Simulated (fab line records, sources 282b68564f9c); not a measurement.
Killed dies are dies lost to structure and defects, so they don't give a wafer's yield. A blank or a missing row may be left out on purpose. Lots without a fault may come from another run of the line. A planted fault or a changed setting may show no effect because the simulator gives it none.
Split-lot experiment | flow rit_cmos | 5 lots, 23 wafers read, on a route of 202 steps

THE SPLIT
At RIT_SILICIDE_SPUTTER_01 (material Ti, target thk 30 nm, time 240 s), the setting time_s was moved away from the recipe's 240 s on 11 of the 23 wafers read, by -13.7% to +9.2%. The other wafers ran this setting at the recipe's value.

FROM THE SPLIT TO THE READING: what the file shows between them, 1 step
- RIT_SILICIDE_RS_MEAS_02: measures by four-point-probe

THE READING
SILICIDE_TI_THK, in nm, at RIT_SILICIDE_THK_MEAS_03 (measures by xrf). Fault-free wafers of this fab line usually give 29.5 nm, standard deviation 0.45 nm.

wafer  | tool, chamber at the split | time_s as run, s | against the recipe | SILICIDE_TI_THK, nm | against lot-mates on the recipe
L075.1 | pvd_sputter-01, -          | 240              | recipe             | 30.2                | -
L075.2 | pvd_sputter-01, -          | 240              | recipe             | 30.4                | -
L075.4 | pvd_sputter-01, -          | 262              | +9.2%              | 32.6                | +2.4
L075.5 | pvd_sputter-01, -          | 240              | recipe             | 30.0                | -
L075.6 | pvd_sputter-01, -          | 262              | +9.2%              | 32.4                | +2.2
L076.1 | pvd_sputter-03, -          | 240              | recipe             | 29.7                | -
L076.3 | pvd_sputter-03, -          | 255              | +6.2%              | 31.6                | +2.1
L076.4 | pvd_sputter-03, -          | 255              | +6.2%              | 31.6                | +2.1
L076.5 | pvd_sputter-03, -          | 255              | +6.2%              | 31.6                | +2.1
L076.6 | pvd_sputter-03, -          | 240              | recipe             | 29.4                | -
L077.1 | pvd_sputter-04, -          | 240              | recipe             | 29.0                | -
L077.2 | pvd_sputter-04, -          | 240              | recipe             | 29.0                | -
L077.5 | pvd_sputter-04, -          | 240              | recipe             | 29.1                | -
L083.1 | pvd_sputter-04, -          | 240              | recipe             | 28.9                | -
L083.2 | pvd_sputter-04, -          | 226.6            | -5.6%              | 27.2                | -1.6
L083.4 | pvd_sputter-04, -          | 226.6            | -5.6%              | 27.0                | -1.8
L083.5 | pvd_sputter-04, -          | 240              | recipe             | 28.7                | -
L083.6 | pvd_sputter-04, -          | 226.6            | -5.6%              | 27.1                | -1.7
L085.2 | pvd_sputter-03, -          | 207.2            | -13.7%             | 25.6                | -3.6
L085.3 | pvd_sputter-03, -          | 207.2            | -13.7%             | 25.1                | -4.1
L085.4 | pvd_sputter-03, -          | 240              | recipe             | 29.2                | -
L085.5 | pvd_sputter-03, -          | 240              | recipe             | 29.2                | -
L085.6 | pvd_sputter-03, -          | 207.2            | -13.7%             | 25.6                | -3.6

THE FIT
A straight line over all 23 wafers: SILICIDE_TI_THK changes by +0.319 nm for each +1% of time_s; r = +0.97; the points scatter about the line by 0.49 nm.
The same after taking each lot's own level away (the mean of its wafers on the recipe; 23 wafers): +0.281 nm for each +1%; r = +0.99; scatter 0.2 nm.
On that fit, the largest move of time_s shifts the reading by 3.8 nm.
The lots' own levels span 28.80 to 30.20 nm, that is 3.1 times the standard deviation above.
So the lot-to-lot level changes the slope: the two fits differ.
Check: with one of the wafers moved furthest among these (-13.7%) left out of the fit, the line predicts -3.9 nm for it against its lot-mates. It came out at -3.6 nm against them.

OTHER SPLITS ON THESE WAFERS
These wafers also went through other splits before the reading. Each is held against what the fit with the lots' levels taken away leaves over:
other split on the same wafers   | wafers away from the commonest value | r with SILICIDE_TI_THK (lot level and that fit taken away)
RIT_ACTIVE_COAT_06 spin_rpm      | 7                                    | +0.61
RIT_ACTIVE_ETCH_13 rf_w          | 8                                    | +0.00
RIT_NWELL_COAT_01 spin_rpm       | 7                                    | +0.40
RIT_NWELL_IMPLANT_08 energy_kev  | 11                                   | +0.34
RIT_NRETRO_IMPLANT_08 energy_kev | 8                                    | +0.34
RIT_GATE_EXPOSE_13 dose_mj       | 12                                   | +0.09
RIT_PLDD_IMPLANT_08 energy_kev   | 6                                    | +0.27
RIT_SPACER_ETCHBACK_05 time_s    | 9                                    | -0.14
RIT_NSD_IMPLANT_08 dose_cm2      | 7                                    | +0.30
RIT_PSD_IMPLANT_08 dose_cm2      | 4                                    | -0.24

THE WHOLE CHAIN: every reading that the file lists as answering this split, in the file's order
step                     | what it does                              | reading                                                                           | change (the file's fit)               | r (the file's)
RIT_SILICIDE_SPUTTER_01  | material Ti, target thk 30 nm, time 240 s | Ti_of_SILICIDE_SPUTTER_01.thk_nm (the simulator's own value, which no gauge read) | +0.281 nm for each +1% of the setting | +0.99
RIT_SILICIDE_RS_MEAS_02  | measures by four-point-probe              | SILICIDE_TI_RS                                                                    | -0.61 for each +1% of the setting     | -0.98
RIT_SILICIDE_THK_MEAS_03 | measures by xrf                           | SILICIDE_TI_THK                                                                   | +0.278 for each +1% of the setting    | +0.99

THE FILE'S OWN FIT
SILICIDE_TI_THK changes by +0.278 nm for each +1% of time_s, r = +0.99.
